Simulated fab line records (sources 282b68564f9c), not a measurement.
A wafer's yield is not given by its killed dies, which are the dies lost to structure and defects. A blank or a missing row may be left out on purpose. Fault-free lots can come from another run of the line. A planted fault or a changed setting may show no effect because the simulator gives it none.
Commonality check across tools / flow rit-cmos / Sampled: 14 lots, 42 wafers

## REASON IT WAS OPENED
RIT_NLDD_TW_MEAS_10, reading NLDD_TW: flagged on 2 of 14 lots. Fault-free wafers read 2491, with a standard deviation of 21.
Rule: a lot is flagged in two cases, either no wafer of it has a number, or all its wafers with numbers fall more than 4 standard deviations from that mean. The other lots count as sound.

lot=L889; measured=day 2 18:05; on=film-metro-01; NLDD_TW, wafer by wafer=2509 2500 2506; flag=
lot=L890; measured=day 2 23:43; on=film-metro-03; NLDD_TW, wafer by wafer=2498 2492 2504; flag=
lot=L893; measured=day 3 13:31; on=film-metro-04; NLDD_TW, wafer by wafer=2468 2469 2470; flag=
lot=L894; measured=day 3 18:25; on=film-metro-04; NLDD_TW, wafer by wafer=2478 2496 2487; flag=
lot=L897; measured=day 4 10:40; on=film-metro-01; NLDD_TW, wafer by wafer=1557 1548 1545; flag=FLAGGED
lot=L901; measured=day 5 07:17; on=film-metro-03; NLDD_TW, wafer by wafer=2506 2517 2505; flag=
lot=L902; measured=day 5 10:35; on=film-metro-04; NLDD_TW, wafer by wafer=1561 1534 1545; flag=FLAGGED
lot=L903; measured=day 5 16:09; on=film-metro-04; NLDD_TW, wafer by wafer=2453 2441 2452; flag=
lot=L904; measured=day 5 20:08; on=film-metro-03; NLDD_TW, wafer by wafer=2510 2517 2528; flag=
lot=L906; measured=day 6 08:00; on=film-metro-03; NLDD_TW, wafer by wafer=2499 2500 2498; flag=
lot=L907; measured=day 6 12:26; on=film-metro-03; NLDD_TW, wafer by wafer=2513 2512 2493; flag=
lot=L908; measured=day 6 16:30; on=film-metro-04; NLDD_TW, wafer by wafer=2460 2467 2459; flag=
lot=L911; measured=day 7 09:52; on=film-metro-04; NLDD_TW, wafer by wafer=2485 2455 2446; flag=
lot=L912; measured=day 7 14:14; on=film-metro-04; NLDD_TW, wafer by wafer=2463 2453 2450; flag=
The numbers of the flagged lots are 1548 on average: -943 against the usual, or -45 standard deviations.

## TOOL THAT RAN EACH LOT
The record holds 1 process step before the reading, out of a route of 202 steps. In each cell: the tool, then ch and the chambers that the sampled wafers went through, then the start.
lot=L889; flag=; RIT_NLDD_IMPLANT_08=implanter-03 ch 0, day 2 17:46
lot=L890; flag=; RIT_NLDD_IMPLANT_08=implanter-01 ch 0, day 2 23:23
lot=L893; flag=; RIT_NLDD_IMPLANT_08=implanter-02 ch 0, day 3 13:11
lot=L894; flag=; RIT_NLDD_IMPLANT_08=implanter-01 ch 0, day 3 18:07
lot=L897; flag=FLAGGED; RIT_NLDD_IMPLANT_08=implanter-01 ch 0, day 4 10:20
lot=L901; flag=; RIT_NLDD_IMPLANT_08=implanter-03 ch 0, day 5 07:01
lot=L902; flag=FLAGGED; RIT_NLDD_IMPLANT_08=implanter-01 ch 0, day 5 10:19
lot=L903; flag=; RIT_NLDD_IMPLANT_08=implanter-03 ch 0, day 5 15:50
lot=L904; flag=; RIT_NLDD_IMPLANT_08=implanter-02 ch 0, day 5 19:50
lot=L906; flag=; RIT_NLDD_IMPLANT_08=implanter-03 ch 0, day 6 07:41
lot=L907; flag=; RIT_NLDD_IMPLANT_08=implanter-02 ch 0, day 6 12:08
lot=L908; flag=; RIT_NLDD_IMPLANT_08=implanter-03 ch 0, day 6 16:10
lot=L911; flag=; RIT_NLDD_IMPLANT_08=implanter-03 ch 0, day 7 09:32
lot=L912; flag=; RIT_NLDD_IMPLANT_08=implanter-02 ch 0, day 7 13:55
What is done by these steps:
- RIT_NLDD_IMPLANT_08
- RIT_NLDD_TW_MEAS_10

## FLAGGED AGAINST TOTAL, ONE TOOL AT A TIME (gauges that did the reading follow at the end)
step=RIT_NLDD_IMPLANT_08; tool=implanter-01; lots run=4; flagged=2; share of the flagged lots=all; sound lots run after its first flagged lot=0
step=RIT_NLDD_IMPLANT_08; tool=implanter-02; lots run=4; flagged=0; share of the flagged lots=none; sound lots run after its first flagged lot=-
step=RIT_NLDD_IMPLANT_08; tool=implanter-03; lots run=6; flagged=0; share of the flagged lots=none; sound lots run after its first flagged lot=-
step=RIT_NLDD_TW_MEAS_10; tool=film-metro-01; lots run=2; flagged=1; share of the flagged lots=some; sound lots run after its first flagged lot=0
step=RIT_NLDD_TW_MEAS_10; tool=film-metro-03; lots run=5; flagged=0; share of the flagged lots=none; sound lots run after its first flagged lot=-
step=RIT_NLDD_TW_MEAS_10; tool=film-metro-04; lots run=7; flagged=1; share of the flagged lots=some; sound lots run after its first flagged lot=4 (L903,L908,L911,L912)

## WHAT THE TABLE PERMITS
In the table, 1 row covers all flagged lots: implanter-01 at RIT_NLDD_IMPLANT_08.
- implanter-01 at RIT_NLDD_IMPLANT_08: 2 of its 4 lots flagged. Its last sound lot is L894 (day 3 18:07), its first flagged lot L897 (day 4 10:20): a fault that began between those two fits. Its own readings (dose-ions-cm2, faraday-current-uA) fall more than 4 standard deviations out on all wafers of the flagged lots.
Left over: one tool, implanter-01 at RIT_NLDD_IMPLANT_08.

## WHAT WAS PUT IN BY THE SIMULATOR
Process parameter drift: implanter-01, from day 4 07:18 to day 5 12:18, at RIT_NLDD_IMPLANT_08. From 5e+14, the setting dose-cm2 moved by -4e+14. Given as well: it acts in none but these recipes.
Shown lots that were struck: L897, L902. The rule above found the same.
